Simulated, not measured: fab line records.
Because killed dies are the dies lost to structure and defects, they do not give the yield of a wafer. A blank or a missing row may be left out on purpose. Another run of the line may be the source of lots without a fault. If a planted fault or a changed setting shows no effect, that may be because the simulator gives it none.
fab line records | flow rit-cmos
[record] lots = 7 | wafers = 21 | last-day = 5
route steps=202 shown PRETRO@72 GATE@75 FOX2@80
lots that met no fault: taken from a fault-free run of the same line
start-h: hours from the record's opening day to when the first of the lot's shown wafers began | wait-h: how many hours have passed since the lot's step before this one | " unchanged from the row above | L1.1+2: one row covering several wafers at once | - no value present, or no start provided | * or withheld: withheld | < > ~ a bound
route shown NAME@n: a module of which the file shows steps, and the number in the route of the first | usual: average and standard deviation across the fault-free wafers | same: alike in all rows | chamber/n: place in a boat | sites: per-site readings | _std_site: their standard deviation | _edge_site: outer sites' mean less inner sites' | radius-mm: how far each site lies from the wafer's centre | mask NAME#n: copy n | behind: tool/chamber where the wafer was last shaped | hold: reason for holding the lot/hours on hold/outcome of the hold | device: the n, p or np transistor that did not switch | end of line: the same wafers' tests at the end of the route | for a step that has no rows: nothing shown but its recipe | killed: dies that structure and defects cost at the first sort, which is not the same as the wafer's yield | map: shows each die of a wafer: x if killed, . if not, _ if none is there
set.NAME: setting as actually run; set.NAME@STEP: the setting as run at that earlier step | model.NAME: the simulator's own value behind a step, which no gauge read
lots seen at some steps along the route; tables by step, rows by wafer
services: from which hour (start-h, from the record's first day; less than 0 if before it) a tool's chamber was out of use, for how many hours, and why
[[steps]]
[step RIT_PRETRO_IMPLANT_08]
[recipe] species = B | energy-kev = 45 | dose-cm2 = 1.2e+13 | tilt-deg = 7
[step RIT_PRETRO_STRIP_09]
[recipe] chemistry = O2 | time-s = 180 | resist = NOVOLAK | platen-temp-c = withheld | power-w = 500 | pressure-mtorr = 4000 | o2-flow-sccm = 4000
[usual] drypump-motor-current-A = 5.7/0.4
[same] time-s = 180
lot.wafer | tool            | chamber | start-h | wait-h | drypump-motor-current-A | rf-hours-counter-h
L248.1    | plasma-asher-04 | 1       | 31.77   | 0.1    | 6.1                     | 20
L248.2    | "               | 0       | "       | "      | 5.5                     | 20
L248.6    | "               | 1       | "       | "      | 6.2                     | -
L258.2    | plasma-asher-04 | 1       | 80.85   | 0.1    | 6.2                     | 26
L258.3    | "               | 0       | "       | "      | 5.5                     | -
L258.5    | "               | 0       | "       | "      | 5.5                     | -
L259.1    | plasma-asher-01 | 0       | 85.91   | 0.1    | 5.7                     | 46
L259.4    | "               | 0       | "       | "      | 5.7                     | -
L259.5    | "               | 0       | "       | "      | 5.7                     | -
L260.3    | plasma-asher-04 | 1       | 91.27   | 0.1    | 6.2                     | -
L260.4    | "               | 0       | "       | "      | 5.5                     | -
L260.6    | "               | 0       | "       | "      | 5.5                     | -
L261.1    | plasma-asher-01 | 0       | 96.66   | 0.1    | 5.7                     | 47
L261.2    | "               | 1       | "       | "      | 5.7                     | 47
L261.4    | "               | 1       | "       | "      | 5.7                     | -
L262.2    | plasma-asher-03 | 1       | 101.63  | 0.1    | 6.1                     | 47
L262.5    | "               | 1       | "       | "      | 6.1                     | -
L262.6    | "               | 0       | "       | "      | 4.7                     | -
L263.2    | plasma-asher-01 | 0       | 106.99  | 0.1    | 5.7                     | 48
L263.3    | "               | 1       | "       | "      | 5.6                     | -
L263.6    | "               | 0       | "       | "      | 5.7                     | -
[step RIT_PRETRO_TW_MEAS_10]
[usual] PRETRO_TW = 476.1/2.5
lot.wafer | tool          | chamber | start-h | wait-h | PRETRO_TW
L248.1    | film-metro-04 | -       | 31.95   | 0.1    | 479.6
L248.2    | "             | -       | "       | "      | 475.8
L248.6    | "             | -       | "       | "      | 476.1
L258.2    | film-metro-01 | -       | 81.04   | 0.1    | 474.4
L258.3    | "             | -       | "       | "      | 475.9
L258.5    | "             | -       | "       | "      | 471.5
L259.1    | film-metro-02 | -       | 86.09   | 0.1    | 483.5
L259.4    | "             | -       | "       | "      | 481.0
L259.5    | "             | -       | "       | "      | 480.1
L260.3    | film-metro-04 | -       | 91.41   | 0.1    | 471.6
L260.4    | "             | -       | "       | "      | 473.5
L260.6    | "             | -       | "       | "      | 472.0
L261.1    | film-metro-04 | -       | 96.83   | 0.1    | 476.3
L261.2    | "             | -       | "       | "      | 476.9
L261.4    | "             | -       | "       | "      | 474.6
L262.2    | film-metro-01 | -       | 101.81  | 0.1    | 477.8
L262.5    | "             | -       | "       | "      | 475.3
L262.6    | "             | -       | "       | "      | 476.5
L263.2    | film-metro-04 | -       | 107.18  | 0.1    | 474.4
L263.3    | "             | -       | "       | "      | 473.0
L263.6    | "             | -       | "       | "      | 474.3
[step RIT_GATE_WET_ETCH_00]
[recipe] chemistry = BOE | target = SiO2 | target-depth-nm = 56 | time-s = 60 | dry = n2-spin | dilution = 10:1 | temp-c = 21.5
[step RIT_GATE_CLEAN_01]
[recipe] chemistry = SC1 | mix = 3:3:50 | time-s = 600 | temp-c = 75
[step RIT_GATE_CLEAN_02]
[recipe] chemistry = dHF | dilution = 50:1 | time-s = 30
[step RIT_GATE_CLEAN_03]
[recipe] chemistry = SC2 | mix = 3:3:50 | time-s = 600 | temp-c = 75 | dry = n2-spin
[step RIT_GATE_CLEAN_04]
[recipe] chemistry = dHF | dilution = 50:1 | time-s = 60 | dry = n2-spin
[step RIT_FOX2_THK_MEAS_91]
[recipe] reads = SiO2_of_FOX2_OXIDATION_00
[usual] FIELD_OXIDE_LEFT_2_THK = 263/8.4
lot.wafer | tool          | chamber | start-h | wait-h | FIELD_OXIDE_LEFT_2_THK[nm]
L248.1    | film-metro-04 | -       | 32.42   | 0.0    | 265
L248.2    | "             | -       | "       | "      | 273
L248.6    | "             | -       | "       | "      | 269
L258.2    | film-metro-04 | -       | 81.55   | 0.0    | 262
L258.3    | "             | -       | "       | "      | 260
L258.5    | "             | -       | "       | "      | 265
L259.1    | film-metro-01 | -       | 86.56   | 0.0    | 254
L259.4    | "             | -       | "       | "      | 256
L259.5    | "             | -       | "       | "      | 253
L260.3    | film-metro-04 | -       | 91.90   | 0.0    | 255
L260.4    | "             | -       | "       | "      | 258
L260.6    | "             | -       | "       | "      | 261
L261.1    | film-metro-04 | -       | 97.34   | 0.0    | 269
L261.2    | "             | -       | "       | "      | 267
L261.4    | "             | -       | "       | "      | 267
L262.2    | film-metro-01 | -       | 102.33  | 0.0    | 271
L262.5    | "             | -       | "       | "      | 269
L262.6    | "             | -       | "       | "      | 269
L263.2    | film-metro-04 | -       | 107.65  | 0.0    | 282
L263.3    | "             | -       | "       | "      | 276
L263.6    | "             | -       | "       | "      | 282
[step RIT_GATE_OXIDATION_05]
[recipe] temp-c = 900 | ambient = O2 | target-thk-a = 30 | ox-time-s = 270
[step RIT_GATE_ANNEAL_06]
[recipe] temp-c = 900 | time-s = 600 | ambient = N2O
[step RIT_GATE_THK_MEAS_07]
[recipe] reads = SiO2_of_GATE_OXIDATION_05
[usual] GATE_OXIDE_THK = 3.01/0.071
lot.wafer | tool          | chamber | start-h | wait-h | GATE_OXIDE_THK[nm]
L248.1    | film-metro-01 | -       | 37.13   | 0.0    | 2.94
L248.2    | "             | -       | "       | "      | 3.03
L248.6    | "             | -       | "       | "      | 3.07
L258.2    | film-metro-04 | -       | 83.81   | 0.0    | 2.92
L258.3    | "             | -       | "       | "      | 2.96
L258.5    | "             | -       | "       | "      | 2.93
L259.1    | film-metro-03 | -       | 88.99   | 0.0    | 3.05
L259.4    | "             | -       | "       | "      | 3.07
L259.5    | "             | -       | "       | "      | 3.06
L260.3    | film-metro-01 | -       | 93.40   | 0.0    | 2.91
L260.4    | "             | -       | "       | "      | 2.95
L260.6    | "             | -       | "       | "      | 3.01
L261.1    | film-metro-04 | -       | 98.73   | 0.0    | 3.11
L261.2    | "             | -       | "       | "      | 3.09
L261.4    | "             | -       | "       | "      | 3.08
L262.2    | film-metro-04 | -       | 104.76  | 0.0    | 3.03
L262.5    | "             | -       | "       | "      | 2.95
L262.6    | "             | -       | "       | "      | 3.06
L263.2    | film-metro-03 | -       | 109.04  | 0.0    | 3.13
L263.3    | "             | -       | "       | "      | 3.06
L263.6    | "             | -       | "       | "      | 3.13
[step RIT_GATE_CVD_08]
[recipe] material = poly-Si | target-thk-nm = 250 | temp-c = 610 | precursor = SiH4 | time-s = 2314 | pressure-mtorr = 300 | sih4-flow-sccm = 100
[usual] spike-tc-centre-C = 611.3/0.98 | zone-power-source-pct = 11.83/0.28
lot.wafer | tool     | chamber | start-h | wait-h | spike-tc-centre-C | zone-power-source-pct | model.poly-Si_of_GATE_CVD_08.thk-nm
L248.1    | lpcvd-01 | 1       | 37.19   | 0.1    | 611.2             | 12.12                 | 258.9
L248.2    | "        | 1       | "       | "      | 611.1             | 11.92                 | 262.3
L248.6    | "        | 1       | "       | "      | 610.2             | 12.05                 | 259.3
L258.2    | lpcvd-02 | 1       | 83.86   | 0.0    | 610.0             | 11.71                 | 258.1
L258.3    | "        | 1       | "       | "      | 612.8             | 11.64                 | 258.2
L258.5    | "        | 1       | "       | "      | 610.2             | 11.76                 | 259.2
L259.1    | lpcvd-01 | 1       | 89.05   | 0.1    | 611.3             | 11.96                 | 264.5
L259.4    | "        | 1       | "       | "      | 611.1             | 11.91                 | 261.3
L259.5    | "        | 1       | "       | "      | 612.9             | 12.09                 | 266
L260.3    | lpcvd-02 | 1       | 93.44   | 0.0    | 612.4             | 11.71                 | 350.3
L260.4    | "        | 1       | "       | "      | 610.0             | 11.63                 | 352.2
L260.6    | "        | 1       | "       | "      | 612.2             | 11.46                 | 348.9
L261.1    | lpcvd-01 | 0       | 98.79   | 0.1    | 611.1             | 11.79                 | 257
L261.2    | "        | 0       | "       | "      | 611.0             | 12.17                 | 256.2
L261.4    | "        | 0       | "       | "      | 610.5             | 12.11                 | 256.7
L262.2    | lpcvd-02 | 1       | 104.81  | 0.0    | 609.7             | 11.64                 | 349.7
L262.5    | "        | 1       | "       | "      | 611.4             | 11.67                 | 349.9
L262.6    | "        | 1       | "       | "      | 610.3             | 11.77                 | 348.7
L263.2    | lpcvd-02 | 1       | 109.09  | 0.0    | 612.4             | 11.74                 | 346.6
L263.3    | "        | 1       | "       | "      | 612.5             | 11.57                 | 347
L263.6    | "        | 1       | "       | "      | 610.0             | 11.70                 | 347.7
[step RIT_GATE_THK_MEAS_09]
[recipe] reads = poly-Si_of_GATE_CVD_08
[usual] GATE_POLY_THK = 260.7/2.5
lot.wafer | tool          | chamber | start-h | wait-h | hold                     | GATE_POLY_THK[nm]
L248.1    | film-metro-03 | -       | 38.81   | 0.0    | -                        | 259.1
L248.2    | "             | -       | "       | "      | -                        | 262.2
L248.6    | "             | -       | "       | "      | -                        | 259.3
L258.2    | film-metro-01 | -       | 85.49   | 0.0    | -                        | 258.1
L258.3    | "             | -       | "       | "      | -                        | 258.2
L258.5    | "             | -       | "       | "      | -                        | 259.2
L259.1    | film-metro-01 | -       | 90.67   | 0.0    | -                        | 264.6
L259.4    | "             | -       | "       | "      | -                        | 261.3
L259.5    | "             | -       | "       | "      | -                        | 266.0
L260.3    | film-metro-04 | -       | 95.08   | 0.0    | await-dispo/0.2h/release | 350.2
L260.4    | "             | -       | "       | "      | await-dispo/0.2h/release | 352.0
L260.6    | "             | -       | "       | "      | await-dispo/0.2h/release | 349.1
L260.3    | film-metro-04 | -       | 95.30   | 0.2    | -                        | 350.2
L260.4    | "             | -       | "       | "      | -                        | 352.7
L260.6    | "             | -       | "       | "      | -                        | 348.9
L261.1    | film-metro-04 | -       | 101.21  | 0.0    | -                        | 256.8
L261.2    | "             | -       | "       | "      | -                        | 256.2
L261.4    | "             | -       | "       | "      | -                        | 256.5
L262.2    | film-metro-01 | -       | 106.44  | 0.0    | await-dispo/0.2h/release | 349.6
L262.5    | "             | -       | "       | "      | await-dispo/0.2h/release | 349.8
L262.6    | "             | -       | "       | "      | await-dispo/0.2h/release | 349.2
L262.2    | film-metro-01 | -       | 106.67  | 0.2    | -                        | 349.7
L262.5    | "             | -       | "       | "      | -                        | 349.9
L262.6    | "             | -       | "       | "      | -                        | 348.8
L263.2    | film-metro-04 | -       | 110.72  | 0.0    | await-dispo/0.2h/release | 346.5
L263.3    | "             | -       | "       | "      | await-dispo/0.2h/release | 347.2
L263.6    | "             | -       | "       | "      | await-dispo/0.2h/release | 347.5
L263.2    | film-metro-04 | -       | 110.94  | 0.2    | -                        | 346.6
L263.3    | "             | -       | "       | "      | -                        | 346.9
L263.6    | "             | -       | "       | "      | -                        | 347.5
[step RIT_GATE_COAT_11]
[recipe] resist = NOVOLAK | spin-rpm = 4250 | resist-thk-nm = 850
[step RIT_GATE_SOFTBAKE_12]
[recipe] resist = NOVOLAK | temp-c = 90 | time-s = 60
[step RIT_GATE_EXPOSE_13]
[recipe] mask-id = M6 | na = 0.6 | source-shape = conventional | sigma-outer = 0.6 | target-cd-nm = 150 | dose-mj = 380
[step RIT_GATE_PEB_14]
[recipe] resist = NOVOLAK | temp-c = withheld | time-s = withheld
[step RIT_GATE_DEVELOP_15]
[recipe] resist = NOVOLAK | develop-time-s = 50 | dev-temp-c = 23
[step RIT_GATE_CD_MEAS_16]
[recipe] target-cd-nm = 150
[usual] cd-nm = 149.6/2.5
lot.wafer | tool      | chamber | start-h | wait-h | cd-nm
L248.1    | cd-sem-02 | -       | 39.72   | -      | 153.2
L248.2    | "         | -       | "       | "      | 151.2
L248.6    | "         | -       | "       | "      | 149.4
L258.2    | cd-sem-02 | -       | 86.41   | -      | 147.7
L258.3    | "         | -       | "       | "      | 148.2
L258.5    | "         | -       | "       | "      | 145.4
L259.1    | cd-sem-01 | -       | 91.58   | -      | 149.2
L259.4    | "         | -       | "       | "      | 147.7
L259.5    | "         | -       | "       | "      | 148.3
L260.3    | cd-sem-02 | -       | 100.75  | -      | 150.3
L260.4    | "         | -       | "       | "      | 146.8
L260.6    | "         | -       | "       | "      | 149.5
L261.1    | cd-sem-01 | -       | 102.32  | -      | 156.0
L261.2    | "         | -       | "       | "      | 149.4
L261.4    | "         | -       | "       | "      | 155.6
L262.2    | cd-sem-01 | -       | 113.01  | -      | 151.3
L262.5    | "         | -       | "       | "      | 151.5
L262.6    | "         | -       | "       | "      | 152.6
L263.2    | cd-sem-01 | -       | 114.43  | -      | 145.6
L263.3    | "         | -       | "       | "      | 146.9
L263.6    | "         | -       | "       | "      | 146.7
[step RIT_GATE_OVL_MEAS_17]
[usual] GATE_OVL = -0.1/1.4
lot.wafer | tool       | chamber | start-h | wait-h | GATE_OVL[nm]
L248.1    | overlay-01 | -       | 39.84   | 0.1    | -0.6
L248.2    | "          | -       | "       | "      | -1.4
L248.6    | "          | -       | "       | "      | -0.7
L258.2    | overlay-01 | -       | 86.52   | 0.1    | 1.9
L258.3    | "          | -       | "       | "      | 3.0
L258.5    | "          | -       | "       | "      | 3.0
L259.1    | overlay-02 | -       | 91.70   | 0.1    | 0.2
L259.4    | "          | -       | "       | "      | 0.3
L259.5    | "          | -       | "       | "      | 0.2
L260.3    | overlay-02 | -       | 100.84  | 0.1    | 1.8
L260.4    | "          | -       | "       | "      | 1.8
L260.6    | "          | -       | "       | "      | 1.3
L261.1    | overlay-02 | -       | 102.44  | 0.1    | -0.5
L261.2    | "          | -       | "       | "      | -0.2
L261.4    | "          | -       | "       | "      | 1.1
L262.2    | overlay-01 | -       | 113.11  | 0.1    | -0.4
L262.5    | "          | -       | "       | "      | -0.2
L262.6    | "          | -       | "       | "      | 1.3
L263.2    | overlay-02 | -       | 114.53  | 0.1    | -1.5
L263.3    | "          | -       | "       | "      | -0.6
L263.6    | "          | -       | "       | "      | -0.6
[step RIT_GATE_HARDBAKE_18]
[recipe] resist = NOVOLAK | temp-c = 140 | time-s = 60
[step RIT_GATE_ETCH_19]
[recipe] chemistry = SF6/CHF3/O2 | time-s = 165 | SF6_flow_sccm = 30 | CHF3_flow_sccm = 30 | O2_flow_sccm = 5 | target = poly-Si | pressure-mtorr = 40 | rf-w = 162.4 | target-depth-a = 3125 | over-etch-frac = 0.25 | stop-on = SiO2
[usual] drypump-motor-current-A = 5.8/0.57 | oes-product-au = 0.875/0.013 | throttle-valve-pct = 10.21/0.14
[same] time-s = 165
lot.wafer | tool      | chamber | start-h | wait-h | drypump-motor-current-A | oes-product-au | rf-hours-counter-h | throttle-valve-pct | model.GATE.feature-depth-nm | model.etch.depth-nm
L248.1    | rie-si-02 | 1       | 40.03   | 0.1    | 5.3                     | 0.853          | 147                | 10.12              | 258.9                       | 258.9
L248.2    | "         | 3       | "       | "      | 6.2                     | 0.873          | 92                 | 10.03              | 262.3                       | 262.3
L248.6    | "         | 1       | "       | "      | 5.3                     | 0.846          | -                  | 10.11              | 259.3                       | 259.3
L258.2    | rie-si-02 | 1       | 86.70   | 0.1    | 5.3                     | 0.855          | 147                | 10.12              | 258.1                       | 258.1
L258.3    | "         | 0       | "       | "      | 5.9                     | 0.855          | 3                  | 10.24              | 258.2                       | 258.2
L258.5    | "         | 2       | "       | "      | 5.0                     | 0.874          | -                  | 10.06              | 259.2                       | 259.2
L259.1    | rie-si-01 | 2       | 91.88   | 0.1    | 6.8                     | 0.900          | 142                | 10.57              | 264.5                       | 264.5
L259.4    | "         | 1       | "       | "      | 6.3                     | 0.889          | 98                 | 10.24              | 261.3                       | 261.3
L259.5    | "         | 1       | "       | "      | 6.3                     | 0.908          | -                  | 10.24              | 266                         | 266
L260.3    | rie-si-02 | 3       | 101.05  | 0.1    | 6.2                     | 1.000          | 93                 | 10.03              | 312.9                       | 312.9
L260.4    | "         | 0       | "       | "      | 5.8                     | 0.986          | -                  | 10.22              | 313.6                       | 313.6
L260.6    | "         | 3       | "       | "      | 6.2                     | 1.004          | -                  | 10.04              | 314.8                       | 314.8
L261.1    | rie-si-01 | 1       | 102.62  | 0.1    | 6.3                     | 0.877          | 98                 | 10.25              | 257                         | 257
L261.2    | "         | 0       | "       | "      | 5.3                     | 0.859          | 2                  | 10.28              | 256.2                       | 256.2
L261.4    | "         | 3       | "       | "      | 6.2                     | 0.874          | -                  | 10.26              | 256.7                       | 256.7
L262.2    | rie-si-02 | 2       | 113.29  | 0.1    | 5.0                     | 1.041          | 81                 | 10.06              | 326.3                       | 326.3
L262.5    | "         | 2       | "       | "      | 5.0                     | 1.059          | -                  | 10.07              | 329.4                       | 329.4
L262.6    | "         | 1       | "       | "      | 5.3                     | 0.993          | -                  | 10.11              | 321.5                       | 321.5
L263.2    | rie-si-01 | 1       | 114.71  | 0.1    | 6.3                     | 1.023          | 98                 | 10.25              | 310.5                       | 310.5
L263.3    | "         | 2       | "       | "      | 6.8                     | 1.012          | 142                | 10.54              | 307.9                       | 307.9
L263.6    | "         | 3       | "       | "      | 6.2                     | 1.023          | -                  | 10.27              | 320.1                       | 320.1
[step RIT_GATE_STRIP_20]
[recipe] chemistry = O2 | time-s = 180 | resist = NOVOLAK | platen-temp-c = withheld | power-w = 500 | pressure-mtorr = 4000 | o2-flow-sccm = 4000
[usual] drypump-motor-current-A = 5.65/0.28
[same] time-s = 180
lot.wafer | tool            | chamber | start-h | wait-h | drypump-motor-current-A | rf-hours-counter-h | model.poly-Si_of_GATE_CVD_08.thk-nm
L248.1    | plasma-asher-01 | 1       | 40.14   | 0.1    | 5.66                    | 41                 | 258.4
L248.2    | "               | 0       | "       | "      | 5.70                    | 41                 | 261.7
L248.6    | "               | 1       | "       | "      | 5.66                    | -                  | 258.7
L258.2    | plasma-asher-03 | 1       | 86.80   | 0.1    | 6.10                    | 46                 | 257.5
L258.3    | "               | 0       | "       | "      | 4.75                    | -                  | 257.6
L258.5    | "               | 0       | "       | "      | 4.75                    | -                  | 258.6
L259.1    | plasma-asher-01 | 1       | 91.99   | 0.1    | 5.65                    | 46                 | 263.9
L259.4    | "               | 0       | "       | "      | 5.68                    | -                  | 260.7
L259.5    | "               | 0       | "       | "      | 5.68                    | -                  | 265.5
L260.3    | plasma-asher-02 | 0       | 101.21  | 0.1    | 5.50                    | -                  | 349.8
L260.4    | "               | 1       | "       | "      | 5.86                    | -                  | 351.6
L260.6    | "               | 0       | "       | "      | 5.47                    | -                  | 348.4
L261.1    | plasma-asher-01 | 0       | 102.73  | 0.1    | 5.73                    | 47                 | 256.4
L261.2    | "               | 1       | "       | "      | 5.67                    | 47                 | 255.6
L261.4    | "               | 0       | "       | "      | 5.71                    | -                  | 256.1
L263.2    | plasma-asher-03 | 1       | 114.82  | 0.1    | 6.13                    | 48                 | 346.1
L263.3    | "               | 1       | "       | "      | 6.13                    | -                  | 346.4
L263.6    | "               | 1       | "       | "      | 6.10                    | -                  | 347.1
L262.2    | plasma-asher-01 | 1       | 117.75  | 4.4    | 5.66                    | 48                 | 349.1
L262.5    | "               | 1       | "       | "      | 5.66                    | -                  | 349.4
L262.6    | "               | 0       | "       | "      | 5.71                    | -                  | 348.2
[step RIT_GATE_CD_MEAS_90]
[recipe] target-cd-nm = 150
[usual] cd-nm = 149.6/2.6
lot.wafer | tool      | chamber | start-h | wait-h | cd-nm
L248.1    | cd-sem-02 | -       | 40.31   | 0.1    | 153.2
L248.2    | "         | -       | "       | "      | 151.1
L248.6    | "         | -       | "       | "      | 149.5
L258.2    | cd-sem-01 | -       | 87.00   | 0.1    | 147.7
L258.3    | "         | -       | "       | "      | 148.4
L258.5    | "         | -       | "       | "      | 145.5
L259.1    | cd-sem-02 | -       | 92.17   | 0.1    | 149.7
L259.4    | "         | -       | "       | "      | 147.9
L259.5    | "         | -       | "       | "      | 148.4
L260.3    | cd-sem-01 | -       | 101.48  | 0.2    | 150.0
L260.4    | "         | -       | "       | "      | 147.3
L260.6    | "         | -       | "       | "      | 149.0
L261.1    | cd-sem-01 | -       | 102.91  | 0.1    | 155.5
L261.2    | "         | -       | "       | "      | 149.4
L261.4    | "         | -       | "       | "      | 155.8
L263.2    | cd-sem-01 | -       | 115.02  | 0.1    | 145.5
L263.3    | "         | -       | "       | "      | 146.8
L263.6    | "         | -       | "       | "      | 146.6
L262.2    | cd-sem-01 | -       | 117.99  | 0.2    | 151.3
L262.5    | "         | -       | "       | "      | 151.5
L262.6    | "         | -       | "       | "      | 153.0
[[services]]
tool            | chamber | start-h | hours | kind
lpcvd-01        | -       | 9.38    | 0.8   | repair
rie-si-02       | 0       | 11.03   | 1.7   | repair
plasma-asher-03 | -       | 36.07   | 1.1   | repair
rie-si-02       | 1       | 87.32   | 1.4   | repair
rie-si-02       | 1       | 92.86   | 9.1   | repair
rie-si-01       | 2       | 101.96  | 10.0  | repair
plasma-asher-01 | -       | 108.75  | 9.0   | pm
plasma-asher-01 | 0       | 108.75  | 9.0   | vent-cycle
plasma-asher-01 | 1       | 108.75  | 9.0   | vent-cycle
plasma-asher-01 | 0       | 117.75  | -     | clean
plasma-asher-01 | 1       | 117.75  | -     | clean
[[key]]
[first-sign] step = RIT_GATE_THK_MEAS_09 | reading = visit | direction = added
[effect] step = RIT_GATE_THK_MEAS_09 | reading = GATE_POLY_THK | direction = up | sigmas = 35 | usual = 260.7 | struck = 349.0
[effect] step = RIT_GATE_ETCH_19 | reading = oes-product-au | direction = up | sigmas = 11 | usual = 0.875 | struck = 1.016
[model-effect] step = RIT_GATE_CVD_08 | value = poly-Si_of_GATE_CVD_08.thk-nm | without = 260.7 | struck = 349
[model-effect] step = RIT_GATE_ETCH_19 | value = GATE.feature-depth-nm | without = 260.7 | struck = 317.4
[model-effect] step = RIT_GATE_STRIP_20 | value = poly-Si_of_GATE_CVD_08.thk-nm | without = 260.2 | struck = 348.4
met-at RIT_GATE_CVD_08
struck-wafers L260.3,L260.4,L260.6,L262.2,L262.5,L262.6,L263.2,L263.3,L263.6
later-rows-left-out L260.3,L260.4,L260.6,L262.2,L262.5,L262.6,L263.2,L263.3,L263.6
sort-left-out L260.3,L260.4,L260.6,L262.2,L262.5,L262.6,L263.2,L263.3,L263.6
tester-left-out L260,L262,L263
onset-between 83.86 93.44
[fault] kind = process-parameter-drift | tool = lpcvd-02 | chamber = 1 | onset-h = 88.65 | steps = RIT_GATE_CVD_08 | channel = target-thk-nm | offset = 84.697 | shape = step | end-h = 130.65 | acts-in = these-recipes-only | stated = 250
// tester-left-out: of these lots the tester's yield and bins aren't shown, on N5 and GAA mostly nor the transistor test; their killed dies are dies lost to structure and defects alone, not to doping, threshold or leakage, so they don't give the yield
// sort-left-out: the simulated sort isn't trusted on such a fault, so these wafers' sort isn't shown, and their yield isn't known
// later-rows-left-out: the simulator's readings of these wafers behind a module that went badly wrong aren't trusted and aren't shown, but for the sort
